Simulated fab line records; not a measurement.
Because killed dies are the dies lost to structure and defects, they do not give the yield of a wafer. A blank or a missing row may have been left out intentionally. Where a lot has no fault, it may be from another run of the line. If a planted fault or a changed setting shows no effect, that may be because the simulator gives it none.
fab line records	flow berkeley-cmos170
[record] lots = 5	wafers = 23
route steps=331 shown ZERO@13 PWELL@42 ACTIVE@70 PFIELD@86 NVT@111 GATE@136
start-h: hours from the record's first day to the start of the lot's first wafer shown	wait-h: hours from the lot's prior step to this one	" the same as in the row above	L1.1+2: a single row standing in for several wafers	- either no value or no given start	* or withheld: withheld	< > ~ a bound
route shown NAME@n: NAME is a module with steps in the file, n the number in the route of the first one	usual: mean/standard deviation of fault-free wafers	same: alike in all rows	chamber/n: place in a boat	sites: readings site by site	_std_site: standard deviation of those values	_edge_site: inner sites' mean taken away from outer sites' mean	radius-mm: how far each site lies from the wafer's centre	mask NAME#n: copy n	behind: the most recent tool/chamber to have shaped the wafer	hold: reason for holding the lot/hours on hold/outcome of the hold	device: whichever transistor did not switch (one of n, p or np)	end of line: the same wafers' tests at the end of the route	where a step has no rows: the recipe by itself	killed: the dies lost at the first sort to structure and to defects; this is not the yield of the wafer	map: a wafer's dies, marking killed ones x, the rest . and places with no die _
set.NAME: the run value of the setting; set.NAME@STEP: its run value at that earlier step	model.NAME: the simulator's own value behind a step, which no gauge read
lots run with intentionally changed settings; tables by step, rows by wafer
[[steps]]
[step UCB170_ZERO_STRIP_07]
[recipe] chemistry = O2	power-w = 400	pressure-mtorr = 3500	platen-temp-c = withheld	o2-flow-sccm = 400	overash-fraction = 0.5
[usual] strip-time-to-endpoint-s = 21.46/0.058
lot.wafer	tool	chamber	start-h	wait-h	set.o2-flow-sccm	strip-time-to-endpoint-s
L076.1	plasma-asher-03	0	30.24	0.0	400	21.40
L076.2	"	1	"	"	447.6	21.07
L076.3	"	0	"	"	400	21.41
L076.4	"	1	"	"	447.6	21.10
L076.6	"	1	"	"	400	21.48
L077.1	plasma-asher-03	1	36.86	0.0	369.9	21.68
L077.2	"	0	"	"	369.9	21.65
L077.4	"	0	"	"	400	21.34
L077.5	"	0	"	"	400	21.39
L077.6	"	1	"	"	369.9	21.63
L078.1	plasma-asher-01	1	39.65	0.0	368.2	21.67
L078.2	"	0	"	"	400	21.46
L078.4	"	0	"	"	368.2	21.74
L078.5	"	1	"	"	368.2	21.74
L078.6	"	0	"	"	400	21.42
L082.1	plasma-asher-04	1	56.97	0.0	400	21.46
L082.3	"	1	"	"	400	21.43
L082.4	"	0	"	"	400	21.45
L083.1	plasma-asher-01	0	64.27	0.0	448.1	21.19
L083.3	"	1	"	"	400	21.53
L083.4	"	0	"	"	400	21.53
L083.5	"	1	"	"	448.1	21.21
L083.6	"	0	"	"	400	21.50
[step UCB170_PWELL_COAT_08]
[recipe] resist = KrF	spin-rpm = 1500	resist-thk-nm = 900
lot.wafer	tool	chamber	start-h	wait-h	set.resist-thk-nm	model.KrF_of_PWELL_COAT_08.thk-nm
L076.1	litho-track-02	0	61.77	0.1	860.4	860.4
L076.2	"	0	"	"	900	896.1
L076.3	"	0	"	"	860.4	860.7
L076.4	"	0	"	"	900	896.8
L076.6	"	0	"	"	900	896.2
L077.1	litho-track-02	0	67.99	0.1	900	896.6
L077.2	"	0	"	"	853.5	852.3
L077.4	"	0	"	"	853.5	852.2
L077.5	"	0	"	"	853.5	851.2
L077.6	"	0	"	"	900	900.6
L078.1	litho-track-04	0	68.05	0.1	900	894.5
L078.2	"	0	"	"	900	896.3
L078.4	"	0	"	"	900	895.4
L078.5	"	0	"	"	900	897.2
L078.6	"	0	"	"	900	896.5
L082.1	litho-track-02	0	88.69	0.1	900	901.7
L082.3	"	0	"	"	900	898.4
L082.4	"	0	"	"	900	898.9
L083.1+3	litho-track-04	0	97.36	0.1	900	897.5
L083.4	"	0	"	"	900	898.5
L083.5	"	0	"	"	900	896.5
L083.6	"	0	"	"	900	898.8
[step UCB170_PWELL_SOFTBAKE_09]
[recipe] resist = KrF	temp-c = 130	time-s = 60
[step UCB170_PWELL_EXPOSE_10]
[recipe] mask-id = PWELL	target-cd-nm = 3000	na = 0.5	sigma-outer = 0.6	source-shape = conventional	dose-mj = 19
[step UCB170_PWELL_DEVELOP_12]
[recipe] developer = TMAH	develop-time-s = 45	resist = KrF	dev-temp-c = 21
[step UCB170_PWELL_ETCH_14]
[recipe] chemistry = CH3F/Ar/O2	target = Si3N4	stop-on = SiO2	CH3F_flow_sccm = 20	Ar_flow_sccm = 50	O2_flow_sccm = 7	pressure-mtorr = 50	rf-w = 450	target-depth-a = 2420	over-etch-frac = 0.1	time-s = 151
lot.wafer	tool	chamber	start-h	wait-h	set.resist-thk-nm@PWELL_COAT_08	model.KrF_of_PWELL_COAT_08.thk-nm
L076.1	rie-diel-03	1	64.01	0.0	860.4	681.8
L076.2	"	0	"	"	900	722.9
L076.3	"	3	"	"	860.4	684.1
L076.4	"	2	"	"	900	721.2
L076.6	"	2	"	"	900	720
L077.1	rie-diel-01	0	68.72	0.0	900	719.2
L077.2	"	2	"	"	853.5	676.6
L077.4	"	1	"	"	853.5	677.5
L077.5	"	3	"	"	853.5	681.1
L077.6	"	2	"	"	900	723
L078.1	rie-diel-03	1	68.96	0.0	900	720.7
L078.2	"	0	"	"	900	726.1
L078.4	"	3	"	"	900	720.9
L078.5	"	0	"	"	900	728.5
L078.6	"	1	"	"	900	722.3
L082.1	rie-diel-01	3	90.41	0.0	900	730.3
L082.3	"	2	"	"	900	726
L082.4	"	0	"	"	900	720
L083.1	rie-diel-04	2	99.33	0.0	900	719.5
L083.3	"	0	"	"	900	722.6
L083.4	"	2	"	"	900	720.2
L083.5	"	3	"	"	900	719.6
L083.6	"	0	"	"	900	723.4
[step UCB170_PWELL_IMPLANT_15]
[recipe] species = B	dose-cm2 = 5e+12	energy-kev = 60	tilt-deg = 7
[step UCB170_PWELL_STRIP_16]
[recipe] chemistry = O2	power-w = 400	pressure-mtorr = 3500	platen-temp-c = withheld	o2-flow-sccm = 400	overash-fraction = 0.5
[usual] strip-time-to-endpoint-s = 18.08/0.089
lot.wafer	tool	chamber	start-h	wait-h	set.resist-thk-nm@PWELL_COAT_08	strip-time-to-endpoint-s
L076.1	plasma-asher-04	1	64.26	0.1	860.4	17.07
L076.2	"	0	"	"	900	18.03
L076.3	"	0	"	"	860.4	17.12
L076.4	"	1	"	"	900	18.01
L076.6	"	1	"	"	900	17.98
L077.1	plasma-asher-03	1	68.97	0.1	900	17.96
L077.2	"	0	"	"	853.5	16.94
L077.4	"	1	"	"	853.5	16.96
L077.5	"	1	"	"	853.5	17.06
L077.6	"	0	"	"	900	18.05
L078.1	plasma-asher-02	1	69.21	0.1	900	17.99
L078.2	"	0	"	"	900	18.13
L078.4	"	1	"	"	900	17.99
L078.5	"	1	"	"	900	18.18
L078.6	"	0	"	"	900	18.04
L082.1	plasma-asher-04	0	90.66	0.1	900	18.22
L082.3	"	0	"	"	900	18.12
L082.4	"	1	"	"	900	17.99
L083.1	plasma-asher-04	0	99.58	0.1	900	17.98
L083.3	"	0	"	"	900	18.04
L083.4	"	1	"	"	900	17.99
L083.5	"	0	"	"	900	17.96
L083.6	"	1	"	"	900	18.06
[step UCB170_ACTIVE_EXPOSE_10]
[recipe] mask-id = ACTIVE	target-cd-nm = 1200	na = 0.5	sigma-outer = 0.6	source-shape = conventional	dose-mj = 20
lot.wafer	tool	chamber	start-h	wait-h	mask	set.dose-mj
L076.1+2+4	krf-scanner-02	0	99.87	0.2	ACTIVE#0	20.6
L076.3+6	"	0	"	"	ACTIVE#0	20
L078.1+2+4+5+6	krf-scanner-02	0	104.88	0.1	ACTIVE#0	20
L077.1+5+6	krf-scanner-01	0	105.18	0.2	ACTIVE#0	20.56
L077.2+4	"	0	"	"	ACTIVE#0	20
L082.1+3+4	krf-scanner-02	0	122.70	0.1	ACTIVE#0	20
L083.1+4+6	krf-scanner-01	0	132.61	0.2	ACTIVE#0	20
L083.3+5	"	0	"	"	ACTIVE#0	19.04
[step UCB170_ACTIVE_PEB_11]
[recipe] peb-temp-c = 130	peb-time-s = withheld	resist = KrF
[step UCB170_ACTIVE_DEVELOP_12]
[recipe] developer = TMAH	develop-time-s = 45	resist = KrF	dev-temp-c = 21
[step UCB170_ACTIVE_CD_MEAS_13]
[recipe] target-cd-nm = 1200
[usual] cd-nm = 1199.1/1.3
lot.wafer	tool	chamber	start-h	wait-h	set.dose-mj@ACTIVE_EXPOSE_10	cd-nm
L076.1	cd-sem-01	-	100.40	-	20.6	1192.9
L076.2	"	-	"	"	20.6	1192.5
L076.3	"	-	"	"	20	1198.5
L076.4	"	-	"	"	20.6	1192.2
L076.6	"	-	"	"	20	1197.1
L078.1	cd-sem-01	-	105.55	-	20	1198.8
L078.2	"	-	"	"	20	1198.3
L078.4	"	-	"	"	20	1200.5
L078.5	"	-	"	"	20	1199.2
L078.6	"	-	"	"	20	1200.3
L077.1	cd-sem-02	-	105.83	-	20.56	1192.6
L077.2	"	-	"	"	20	1199.1
L077.4	"	-	"	"	20	1199.2
L077.5	"	-	"	"	20.56	1192.9
L077.6	"	-	"	"	20.56	1193.3
L082.1	cd-sem-01	-	123.65	-	20	1200.3
L082.3	"	-	"	"	20	1201.5
L082.4	"	-	"	"	20	1201.1
L083.1	cd-sem-02	-	133.52	-	20	1199.0
L083.3	"	-	"	"	19.04	1207.7
L083.4	"	-	"	"	20	1200.5
L083.5	"	-	"	"	19.04	1207.6
L083.6	"	-	"	"	20	1199.5
[step UCB170_ACTIVE_ETCH_15]
[recipe] chemistry = CH3F/Ar/O2	target = Si3N4	stop-on = SiO2	CH3F_flow_sccm = 20	Ar_flow_sccm = 50	O2_flow_sccm = 7	pressure-mtorr = 50	rf-w = 450	target-depth-a = 2420	over-etch-frac = 0.1	time-s = 151
lot.wafer	tool	chamber	start-h	wait-h	set.time-s	model.KrF_of_ACTIVE_COAT_08.thk-nm
L076.1	rie-diel-01	2	100.56	0.0	151	726.9
L076.2	"	0	"	"	151	721.7
L076.3	"	1	"	"	151	725.5
L076.4	"	3	"	"	133.3	748.6
L076.6	"	0	"	"	133.3	740
L078.1	rie-diel-02	0	105.71	0.0	141.8	733.1
L078.2	"	3	"	"	151	718.2
L078.4	"	2	"	"	151	726.6
L078.5	"	3	"	"	151	721.2
L078.6	"	0	"	"	141.8	736.9
L077.1	rie-diel-01	2	105.98	0.0	144.5	731.7
L077.2	"	1	"	"	151	723.8
L077.4	"	0	"	"	144.5	727
L077.5	"	1	"	"	151	720.5
L077.6	"	0	"	"	144.5	730.4
L082.1	rie-diel-01	3	123.81	0.0	151	726
L082.3	"	1	"	"	151	723.1
L082.4	"	2	"	"	151	722.6
L083.1	rie-diel-01	2	133.68	0.0	171	702.2
L083.3	"	0	"	"	171	698.1
L083.4	"	0	"	"	151	720.7
L083.5	"	1	"	"	171	702.6
L083.6	"	2	"	"	151	723.8
[step UCB170_ACTIVE_STRIP_16]
[recipe] chemistry = O2	power-w = 400	pressure-mtorr = 3500	platen-temp-c = withheld	o2-flow-sccm = 400	overash-fraction = 0.5
[usual] strip-time-to-endpoint-s = 18.07/0.073
lot.wafer	tool	chamber	start-h	wait-h	set.time-s@ACTIVE_ETCH_15	strip-time-to-endpoint-s
L076.1	plasma-asher-01	0	100.66	0.1	151	18.15
L076.2	"	1	"	"	151	18.01
L076.3	"	1	"	"	151	18.11
L076.4	"	0	"	"	133.3	18.66
L076.6	"	0	"	"	133.3	18.47
L078.1	plasma-asher-01	0	105.81	0.1	141.8	18.29
L078.2	"	1	"	"	151	17.93
L078.4	"	0	"	"	151	18.12
L078.5	"	0	"	"	151	18.01
L078.6	"	1	"	"	141.8	18.37
L077.1	plasma-asher-02	1	106.08	0.1	144.5	18.25
L077.2	"	0	"	"	151	18.07
L077.4	"	0	"	"	144.5	18.15
L077.5	"	1	"	"	151	17.99
L077.6	"	0	"	"	144.5	18.23
L082.1	plasma-asher-03	0	123.91	0.1	151	18.12
L082.3	"	0	"	"	151	18.05
L082.4	"	1	"	"	151	18.06
L083.1	plasma-asher-01	0	133.78	0.1	171	17.55
L083.3	"	1	"	"	171	17.45
L083.4	"	0	"	"	151	17.98
L083.5	"	1	"	"	171	17.56
L083.6	"	0	"	"	151	18.06
[step UCB170_ACTIVE_CD_MEAS_90]
[recipe] target-cd-nm = 1200
[usual] cd-nm = 1199.2/1.3
lot.wafer	tool	chamber	start-h	wait-h	set.dose-mj@ACTIVE_EXPOSE_10	cd-nm
L076.1	cd-sem-01	-	100.76	0.1	20.6	1192.8
L076.2	"	-	"	"	20.6	1192.5
L076.3	"	-	"	"	20	1198.0
L076.4	"	-	"	"	20.6	1192.8
L076.6	"	-	"	"	20	1197.5
L078.1	cd-sem-01	-	105.91	0.1	20	1199.9
L078.2	"	-	"	"	20	1198.4
L078.4	"	-	"	"	20	1200.2
L078.5	"	-	"	"	20	1198.5
L078.6	"	-	"	"	20	1200.1
L077.1	cd-sem-01	-	106.18	0.1	20.56	1192.8
L077.2	"	-	"	"	20	1198.7
L077.4	"	-	"	"	20	1199.1
L077.5	"	-	"	"	20.56	1192.8
L077.6	"	-	"	"	20.56	1193.5
L082.1	cd-sem-01	-	124.01	0.1	20	1200.5
L082.3	"	-	"	"	20	1201.9
L082.4	"	-	"	"	20	1201.0
L083.1	cd-sem-01	-	133.89	0.1	20	1198.6
L083.3	"	-	"	"	19.04	1207.5
L083.4	"	-	"	"	20	1200.2
L083.5	"	-	"	"	19.04	1207.4
L083.6	"	-	"	"	20	1199.6
[step UCB170_PFIELD_IMPLANT_07]
[recipe] species = B	dose-cm2 = 2e+13	energy-kev = 80	tilt-deg = 7
lot.wafer	tool	chamber	start-h	wait-h	set.dose-cm2
L076.1+3+4	implanter-01	0	102.57	0.0	2.081e+13
L076.2+6	"	0	"	"	2e+13
L078.1+4+6	implanter-01	0	110.57	0.0	2e+13
L078.2+5	"	0	"	"	2.116e+13
L077.1+2+4+5+6	implanter-04	0	110.78	0.0	2e+13
L082.1+3+4	implanter-01	0	127.14	0.0	2e+13
L083.1+3+4	implanter-03	0	137.24	0.0	2e+13
L083.5+6	"	0	"	"	2.083e+13
[step UCB170_PFIELD_STRIP_08]
[recipe] chemistry = O2	power-w = 400	pressure-mtorr = 3500	platen-temp-c = withheld	o2-flow-sccm = 400	overash-fraction = 0.5
[step UCB170_PFIELD_TW_MEAS_09]
[usual] PFIELD_TW = 601/5.3
lot.wafer	tool	chamber	start-h	wait-h	set.dose-cm2@PFIELD_IMPLANT_07	PFIELD_TW
L076.1	film-metro-04	-	102.82	0.1	2.081e+13	607
L076.2	"	-	"	"	2e+13	598
L076.3	"	-	"	"	2.081e+13	605
L076.4	"	-	"	"	2.081e+13	605
L076.6	"	-	"	"	2e+13	600
L078.1	film-metro-04	-	110.82	0.1	2e+13	596
L078.2	"	-	"	"	2.116e+13	608
L078.4	"	-	"	"	2e+13	598
L078.5	"	-	"	"	2.116e+13	612
L078.6	"	-	"	"	2e+13	597
L077.1	film-metro-03	-	111.03	0.1	2e+13	607
L077.2	"	-	"	"	2e+13	608
L077.4	"	-	"	"	2e+13	609
L077.5	"	-	"	"	2e+13	609
L077.6	"	-	"	"	2e+13	606
L082.1	film-metro-04	-	127.39	0.1	2e+13	596
L082.3	"	-	"	"	2e+13	597
L082.4	"	-	"	"	2e+13	599
L083.1	film-metro-04	-	137.49	0.1	2e+13	593
L083.3	"	-	"	"	2e+13	600
L083.4	"	-	"	"	2e+13	596
L083.5	"	-	"	"	2.083e+13	606
L083.6	"	-	"	"	2.083e+13	604
[step UCB170_NVT_IMPLANT_07]
[recipe] species = BF2	dose-cm2 = 3e+12	energy-kev = 50	tilt-deg = 7
lot.wafer	tool	chamber	start-h	wait-h	set.dose-cm2
L076.1+3+6	implanter-04	0	129.97	0.0	3e+12
L076.2+4	"	0	"	"	3.115e+12
L077.1+2	implanter-04	0	143.76	0.0	2.79e+12
L077.4+5+6	"	0	"	"	3e+12
L078.1+4	implanter-01	0	144.24	0.0	2.899e+12
L078.2+5+6	"	0	"	"	3e+12
L082.1+3+4	implanter-01	0	159.33	0.0	3e+12
L083.1+3+4+5+6	implanter-04	0	170.56	0.0	3e+12
[step UCB170_NVT_STRIP_08]
[recipe] chemistry = O2	power-w = 400	pressure-mtorr = 3500	platen-temp-c = withheld	o2-flow-sccm = 400	overash-fraction = 0.5
[step UCB170_NVT_TW_MEAS_09]
[usual] NVT_TW = 522/3.9
lot.wafer	tool	chamber	start-h	wait-h	set.dose-cm2@NVT_IMPLANT_07	NVT_TW
L076.1	film-metro-04	-	130.22	0.1	3e+12	524
L076.2	"	-	"	"	3.115e+12	525
L076.3	"	-	"	"	3e+12	521
L076.4	"	-	"	"	3.115e+12	523
L076.6	"	-	"	"	3e+12	518
L077.1	film-metro-04	-	144.01	0.1	2.79e+12	509
L077.2	"	-	"	"	2.79e+12	513
L077.4	"	-	"	"	3e+12	525
L077.5	"	-	"	"	3e+12	525
L077.6	"	-	"	"	3e+12	522
L078.1	film-metro-01	-	144.49	0.1	2.899e+12	513
L078.2	"	-	"	"	3e+12	519
L078.4	"	-	"	"	2.899e+12	515
L078.5	"	-	"	"	3e+12	520
L078.6	"	-	"	"	3e+12	522
L082.1	film-metro-03	-	159.58	0.1	3e+12	526
L082.3	"	-	"	"	3e+12	527
L082.4	"	-	"	"	3e+12	528
L083.1	film-metro-04	-	170.81	0.1	3e+12	525
L083.3	"	-	"	"	3e+12	524
L083.4	"	-	"	"	3e+12	525
L083.5	"	-	"	"	3e+12	528
L083.6	"	-	"	"	3e+12	525
[step UCB170_GATE_PEB_10]
[recipe] peb-temp-c = 130	peb-time-s = withheld	resist = KrF
lot.wafer	tool	chamber	start-h	wait-h	set.peb-temp-c
L076.1+6	litho-track-02	0	149.13	0.5	130
L076.2+3+4	"	0	"	"	128.4
L077.1+4	litho-track-02	0	164.56	0.6	130
L077.2+5+6	"	0	"	"	127.3
L078.1+2+4+5+6	litho-track-03	0	164.69	0.6	130
L082.1+3+4	litho-track-03	0	175.23	0.1	130
L083.1+3+6	litho-track-03	0	185.65	0.1	128.1
L083.4+5	"	0	"	"	130
[step UCB170_GATE_DEVELOP_11]
[recipe] developer = TMAH	develop-time-s = 45	resist = KrF	dev-temp-c = 21
[step UCB170_GATE_CD_MEAS_12]
[recipe] target-cd-nm = 350
[usual] cd-nm = 350.0/1.3
lot.wafer	tool	chamber	start-h	wait-h	set.peb-temp-c@GATE_PEB_10	cd-nm
L076.1	cd-sem-02	-	149.40	-	130	352.2
L076.2	"	-	"	"	128.4	362.2
L076.3	"	-	"	"	128.4	363.2
L076.4	"	-	"	"	128.4	362.0
L076.6	"	-	"	"	130	351.4
L077.1	cd-sem-02	-	164.83	-	130	350.2
L077.2	"	-	"	"	127.3	369.7
L077.4	"	-	"	"	130	349.6
L077.5	"	-	"	"	127.3	368.9
L077.6	"	-	"	"	127.3	369.9
L078.1	cd-sem-02	-	164.97	-	130	351.3
L078.2	"	-	"	"	130	351.2
L078.4	"	-	"	"	130	351.9
L078.5	"	-	"	"	130	350.9
L078.6	"	-	"	"	130	351.9
L082.1	cd-sem-01	-	175.50	-	130	348.4
L082.3	"	-	"	"	130	350.0
L082.4	"	-	"	"	130	349.4
L083.1	cd-sem-01	-	185.93	-	128.1	362.0
L083.3	"	-	"	"	128.1	363.6
L083.4	"	-	"	"	130	348.4
L083.5	"	-	"	"	130	349.8
L083.6	"	-	"	"	128.1	361.3
[step UCB170_GATE_ETCH_14]
[recipe] chemistry = N2/H2	target-depth-a = withheld	overetch-a = withheld	target = BARC	time-s = withheld	source-w = 500	bias-w = 100	pressure-mtorr = 30	n2-flow-sccm = 100	h2-flow-sccm = 200
[step UCB170_GATE_ETCH_15]
[recipe] chemistry = HBr/Cl2	target = poly-Si	stop-on = SiO2	over-etch-frac = 0.3	icp-w = 300	bias-w = 150	time-s = 56.3	pressure-mtorr = 15	HBr_flow_sccm = 150	Cl2_flow_sccm = 50	target-depth-a = 2782
lot.wafer	tool	chamber	start-h	wait-h	set.peb-temp-c@GATE_PEB_10	model.GATE.cd-nm
L076.1	rie-si-02	3	149.60	-	130	351.1
L076.2	"	2	"	"	128.4	361.9
L076.3	"	0	"	"	128.4	362.2
L076.4	"	1	"	"	128.4	362.1
L076.6	"	3	"	"	130	351.7
L077.1	rie-si-02	1	165.03	-	130	349.5
L077.2+5	"	3,2	"	"	127.3	368.4
L077.4	"	2	"	"	130	349.2
L077.6	"	3	"	"	127.3	369.8
L078.1	rie-si-01	0	165.17	-	130	351.1
L078.2	"	1	"	"	130	350.7
L078.4	"	1	"	"	130	351.2
L078.5	"	0	"	"	130	350.3
L078.6	"	3	"	"	130	351.9
L082.1	rie-si-01	2	175.70	-	130	348.9
L082.3+4	"	3,1	"	"	130	349.7
L083.1	rie-si-01	1	186.12	-	128.1	362.9
L083.3	"	2	"	"	128.1	363.7
L083.4	"	0	"	"	130	348.7
L083.5	"	2	"	"	130	-
L083.6	"	1	"	"	128.1	361.8
[step UCB170_GATE_STRIP_16]
[recipe] chemistry = O2	power-w = 400	pressure-mtorr = 3500	platen-temp-c = withheld	o2-flow-sccm = 400	overash-fraction = 0.5
[step UCB170_GATE_CD_MEAS_90]
[recipe] target-cd-nm = 350
[usual] cd-nm = 349.8/1.4
lot.wafer	tool	chamber	start-h	wait-h	set.peb-temp-c@GATE_PEB_10	cd-nm
L076.1	cd-sem-01	-	149.80	0.1	130	351.3
L076.2	"	-	"	"	128.4	361.6
L076.3	"	-	"	"	128.4	362.4
L076.4	"	-	"	"	128.4	362.2
L076.6	"	-	"	"	130	352.3
L077.1	cd-sem-01	-	165.23	0.1	130	349.3
L077.2	"	-	"	"	127.3	368.4
L077.4	"	-	"	"	130	349.3
L077.5	"	-	"	"	127.3	368.6
L077.6	"	-	"	"	127.3	370.0
L078.1	cd-sem-01	-	165.35	0.1	130	351.2
L078.2	"	-	"	"	130	350.7
L078.4	"	-	"	"	130	351.4
L078.5	"	-	"	"	130	350.6
L078.6	"	-	"	"	130	352.2
L082.1	cd-sem-01	-	175.85	0.1	130	348.5
L082.3	"	-	"	"	130	349.6
L082.4	"	-	"	"	130	350.0
L083.1	cd-sem-01	-	186.27	0.1	128.1	363.1
L083.3	"	-	"	"	128.1	363.3
L083.4	"	-	"	"	130	348.5
L083.5	"	-	"	"	130	349.7
L083.6	"	-	"	"	128.1	361.6
[[key]]
[split] step = UCB170_ZERO_STRIP_07	setting = o2-flow-sccm	stated = 400	by = wafer
[response] step = UCB170_ZERO_STRIP_07	reading = strip-time-to-endpoint-s	change = *	per = 1%	r = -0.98
[split] step = UCB170_PWELL_COAT_08	setting = resist-thk-nm	stated = 900	by = wafer
[response] step = UCB170_PWELL_COAT_08	reading = model.KrF_of_PWELL_COAT_08.thk-nm	change = +8.66	per = 1%	r = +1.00
[response] step = UCB170_PWELL_ETCH_14	reading = model.KrF_of_PWELL_COAT_08.thk-nm	change = +8.46	per = 1%	r = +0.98
[response] step = UCB170_PWELL_STRIP_16	reading = strip-time-to-endpoint-s	change = *	per = 1%	r = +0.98
[split] step = UCB170_ACTIVE_EXPOSE_10	setting = dose-mj	stated = 20	by = wafer
[response] step = UCB170_ACTIVE_CD_MEAS_13	reading = cd-nm	change = -1.79	per = 1%	r = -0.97
[response] step = UCB170_ACTIVE_CD_MEAS_90	reading = cd-nm	change = -1.75	per = 1%	r = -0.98
[split] step = UCB170_ACTIVE_ETCH_15	setting = time-s	stated = 151	by = wafer
[response] step = UCB170_ACTIVE_ETCH_15	reading = model.KrF_of_ACTIVE_COAT_08.thk-nm	change = -1.69	per = 1%	r = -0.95
[response] step = UCB170_ACTIVE_STRIP_16	reading = strip-time-to-endpoint-s	change = *	per = 1%	r = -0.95
[split] step = UCB170_PFIELD_IMPLANT_07	setting = dose-cm2	stated = 2e+13	by = wafer
[response] step = UCB170_PFIELD_TW_MEAS_09	reading = PFIELD_TW	change = +2.05	per = 1%	r = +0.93
[split] step = UCB170_NVT_IMPLANT_07	setting = dose-cm2	stated = 3e+12	by = wafer
[response] step = UCB170_NVT_TW_MEAS_09	reading = NVT_TW	change = +1.65	per = 1%	r = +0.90
[split] step = UCB170_GATE_PEB_10	setting = peb-temp-c	stated = 130	by = wafer
[response] step = UCB170_GATE_CD_MEAS_12	reading = cd-nm	change = -9.19	per = 1%	r = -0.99
[response] step = UCB170_GATE_ETCH_15	reading = model.GATE.cd-nm	change = -9.3	per = 1%	r = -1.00
[response] step = UCB170_GATE_CD_MEAS_90	reading = cd-nm	change = -9.23	per = 1%	r = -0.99
